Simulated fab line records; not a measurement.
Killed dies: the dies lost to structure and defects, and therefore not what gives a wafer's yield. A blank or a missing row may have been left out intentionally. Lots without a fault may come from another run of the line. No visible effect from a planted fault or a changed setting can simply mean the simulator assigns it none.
fab line records || flow berkeley_cmos170
[record] {"lots": 13, "wafers": 39, "last_day": 12}
route steps=331 shown V2@302
lots that met no fault: taken from a fault-free run of the same line
start_h: the number of hours between the record's first day and the start of the first shown wafer of the lot || wait_h: hours elapsed since this lot's preceding step || " repeats the value in the row above || L1.1+2: a row that stands for several wafers || - no value, or no start was given || * or withheld: withheld || < > ~ a bound
route shown NAME@n: names a module that has steps shown in the file, with the first one's number in the route || usual: mean/standard deviation of fault-free wafers || same: alike in all rows || chamber/n: place in a boat || sites: the reading at each site || _std_site: standard deviation across them || _edge_site: mean of outer sites minus mean of inner sites || radius_mm: for every site, how far away it sits from the centre of the wafer || mask NAME#n: copy n || behind: the last tool/chamber to shape the wafer || hold: reason for holding the lot/hours on hold/outcome of the hold || device: the n, p or np transistor that did not switch || end of line: tests of these same wafers at the route's end || a step given without rows: its recipe and nothing more || killed: the dies lost at the first sort to structure and to defects; this is not the yield of the wafer || map: a wafer's dies, x killed, . not, _ none there
set.NAME: the setting the step ran with; set.NAME@STEP: the setting that earlier step ran with || model.NAME: the simulator's own value behind a step, which no gauge read
a sample of lots followed through the steps of the route, with each step as a table and each wafer as a row
[[steps]]
[step UCB170_V2_PEB_10]
[recipe] {"peb_temp_c": 130, "peb_time_s": "withheld", "resist": "KrF"}
[usual] {"heater_power_total_W": "56.81/0.042", "resist_line_temp_C": "23.00/0.12"}
{"lot.wafer": "L721.2", "tool": "litho_track-03", "chamber": 0, "start_h": 167.51, "wait_h": 1.0, "heater_power_total_W": 56.82, "resist_line_temp_C": 23.04}
{"lot.wafer": "L721.4", "tool": "litho_track-03", "chamber": 0, "start_h": 167.51, "wait_h": 1.0, "heater_power_total_W": 56.81, "resist_line_temp_C": 22.87}
{"lot.wafer": "L721.6", "tool": "litho_track-03", "chamber": 0, "start_h": 167.51, "wait_h": 1.0, "heater_power_total_W": 56.77, "resist_line_temp_C": 22.99}
{"lot.wafer": "L720.3", "tool": "litho_track-04", "chamber": 0, "start_h": 168.63, "wait_h": 0.7, "heater_power_total_W": 56.83, "resist_line_temp_C": 23.10}
{"lot.wafer": "L720.4", "tool": "litho_track-04", "chamber": 0, "start_h": 168.63, "wait_h": 0.7, "heater_power_total_W": 56.76, "resist_line_temp_C": 23.13}
{"lot.wafer": "L720.5", "tool": "litho_track-04", "chamber": 0, "start_h": 168.63, "wait_h": 0.7, "heater_power_total_W": 56.81, "resist_line_temp_C": 23.02}
{"lot.wafer": "L722.1", "tool": "litho_track-04", "chamber": 0, "start_h": 173.52, "wait_h": 0.1, "heater_power_total_W": 56.76, "resist_line_temp_C": 22.93}
{"lot.wafer": "L722.5", "tool": "litho_track-04", "chamber": 0, "start_h": 173.52, "wait_h": 0.1, "heater_power_total_W": 56.79, "resist_line_temp_C": 22.94}
{"lot.wafer": "L722.6", "tool": "litho_track-04", "chamber": 0, "start_h": 173.52, "wait_h": 0.1, "heater_power_total_W": 56.85, "resist_line_temp_C": 22.86}
{"lot.wafer": "L725.1", "tool": "litho_track-03", "chamber": 0, "start_h": 178.41, "wait_h": 0.1, "heater_power_total_W": 56.78, "resist_line_temp_C": 22.95}
{"lot.wafer": "L725.3", "tool": "litho_track-03", "chamber": 0, "start_h": 178.41, "wait_h": 0.1, "heater_power_total_W": 56.84, "resist_line_temp_C": 22.97}
{"lot.wafer": "L725.6", "tool": "litho_track-03", "chamber": 0, "start_h": 178.41, "wait_h": 0.1, "heater_power_total_W": 56.78, "resist_line_temp_C": 22.78}
{"lot.wafer": "L724.1", "tool": "litho_track-03", "chamber": 0, "start_h": 183.48, "wait_h": 0.2, "heater_power_total_W": 56.81, "resist_line_temp_C": 22.90}
{"lot.wafer": "L724.5", "tool": "litho_track-03", "chamber": 0, "start_h": 183.48, "wait_h": 0.2, "heater_power_total_W": 56.80, "resist_line_temp_C": 23.00}
{"lot.wafer": "L724.6", "tool": "litho_track-03", "chamber": 0, "start_h": 183.48, "wait_h": 0.2, "heater_power_total_W": 56.71, "resist_line_temp_C": 23.02}
{"lot.wafer": "L726.3", "tool": "litho_track-03", "chamber": 0, "start_h": 194.02, "wait_h": 0.8, "heater_power_total_W": 57.37, "resist_line_temp_C": 22.91}
{"lot.wafer": "L726.4", "tool": "litho_track-03", "chamber": 0, "start_h": 194.02, "wait_h": 0.8, "heater_power_total_W": 57.52, "resist_line_temp_C": 22.85}
{"lot.wafer": "L726.6", "tool": "litho_track-03", "chamber": 0, "start_h": 194.02, "wait_h": 0.8, "heater_power_total_W": 57.42, "resist_line_temp_C": 22.89}
{"lot.wafer": "L729.1", "tool": "litho_track-03", "chamber": 0, "start_h": 205.24, "wait_h": 0.1, "heater_power_total_W": 57.44, "resist_line_temp_C": 23.25}
{"lot.wafer": "L729.4", "tool": "litho_track-03", "chamber": 0, "start_h": 205.24, "wait_h": 0.1, "heater_power_total_W": 57.35, "resist_line_temp_C": 23.20}
{"lot.wafer": "L729.6", "tool": "litho_track-03", "chamber": 0, "start_h": 205.24, "wait_h": 0.1, "heater_power_total_W": 57.48, "resist_line_temp_C": 23.19}
{"lot.wafer": "L731.2", "tool": "litho_track-04", "chamber": 0, "start_h": 209.12, "wait_h": 0.1, "heater_power_total_W": 56.87, "resist_line_temp_C": 22.90}
{"lot.wafer": "L731.4", "tool": "litho_track-04", "chamber": 0, "start_h": 209.12, "wait_h": 0.1, "heater_power_total_W": 56.82, "resist_line_temp_C": 22.97}
{"lot.wafer": "L731.5", "tool": "litho_track-04", "chamber": 0, "start_h": 209.12, "wait_h": 0.1, "heater_power_total_W": 56.84, "resist_line_temp_C": 23.00}
{"lot.wafer": "L736.1", "tool": "litho_track-04", "chamber": 0, "start_h": 236.98, "wait_h": 0.4, "heater_power_total_W": 56.73, "resist_line_temp_C": 23.00}
{"lot.wafer": "L736.4", "tool": "litho_track-04", "chamber": 0, "start_h": 236.98, "wait_h": 0.4, "heater_power_total_W": 56.85, "resist_line_temp_C": 23.06}
{"lot.wafer": "L736.5", "tool": "litho_track-04", "chamber": 0, "start_h": 236.98, "wait_h": 0.4, "heater_power_total_W": 56.79, "resist_line_temp_C": 22.84}
{"lot.wafer": "L740.1", "tool": "litho_track-02", "chamber": 0, "start_h": 262.90, "wait_h": 0.1, "heater_power_total_W": 56.82, "resist_line_temp_C": 23.14}
{"lot.wafer": "L740.2", "tool": "litho_track-02", "chamber": 0, "start_h": 262.90, "wait_h": 0.1, "heater_power_total_W": 56.79, "resist_line_temp_C": 23.14}
{"lot.wafer": "L740.5", "tool": "litho_track-02", "chamber": 0, "start_h": 262.90, "wait_h": 0.1, "heater_power_total_W": 56.86, "resist_line_temp_C": 22.97}
{"lot.wafer": "L741.3", "tool": "litho_track-03", "chamber": 0, "start_h": 274.24, "wait_h": 0.3, "heater_power_total_W": 56.79, "resist_line_temp_C": 22.96}
{"lot.wafer": "L741.4", "tool": "litho_track-03", "chamber": 0, "start_h": 274.24, "wait_h": 0.3, "heater_power_total_W": 56.86, "resist_line_temp_C": 23.00}
{"lot.wafer": "L741.6", "tool": "litho_track-03", "chamber": 0, "start_h": 274.24, "wait_h": 0.3, "heater_power_total_W": 56.87, "resist_line_temp_C": 22.91}
{"lot.wafer": "L742.2", "tool": "litho_track-02", "chamber": 0, "start_h": 274.56, "wait_h": 0.2, "heater_power_total_W": 56.85, "resist_line_temp_C": 23.18}
{"lot.wafer": "L742.4", "tool": "litho_track-02", "chamber": 0, "start_h": 274.56, "wait_h": 0.2, "heater_power_total_W": 56.79, "resist_line_temp_C": 23.02}
{"lot.wafer": "L742.5", "tool": "litho_track-02", "chamber": 0, "start_h": 274.56, "wait_h": 0.2, "heater_power_total_W": 56.82, "resist_line_temp_C": 23.06}
{"lot.wafer": "L743.1", "tool": "litho_track-02", "chamber": 0, "start_h": 274.81, "wait_h": 0.3, "heater_power_total_W": 56.77, "resist_line_temp_C": 22.99}
{"lot.wafer": "L743.2", "tool": "litho_track-02", "chamber": 0, "start_h": 274.81, "wait_h": 0.3, "heater_power_total_W": 56.76, "resist_line_temp_C": 22.86}
{"lot.wafer": "L743.4", "tool": "litho_track-02", "chamber": 0, "start_h": 274.81, "wait_h": 0.3, "heater_power_total_W": 56.80, "resist_line_temp_C": 23.17}
[[key]]
[first_sign] {"step": "UCB170_V2_PEB_10", "reading": "heater_power_total_W", "direction": "up", "sigmas": 15, "usual": 56.81, "struck": 57.43}
effect none on later readings
met_at UCB170_V2_PEB_10
struck_lots L726,L729
onset_between 183.48 194.02
[fault] {"kind": "process_parameter_drift", "tool": "litho_track-03", "chamber": "-", "onset_h": 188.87, "steps": "UCB170_V2_PEB_10", "channel": "peb_time_s", "offset": "withheld", "shape": "step", "end_h": 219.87, "acts_in": "*"}
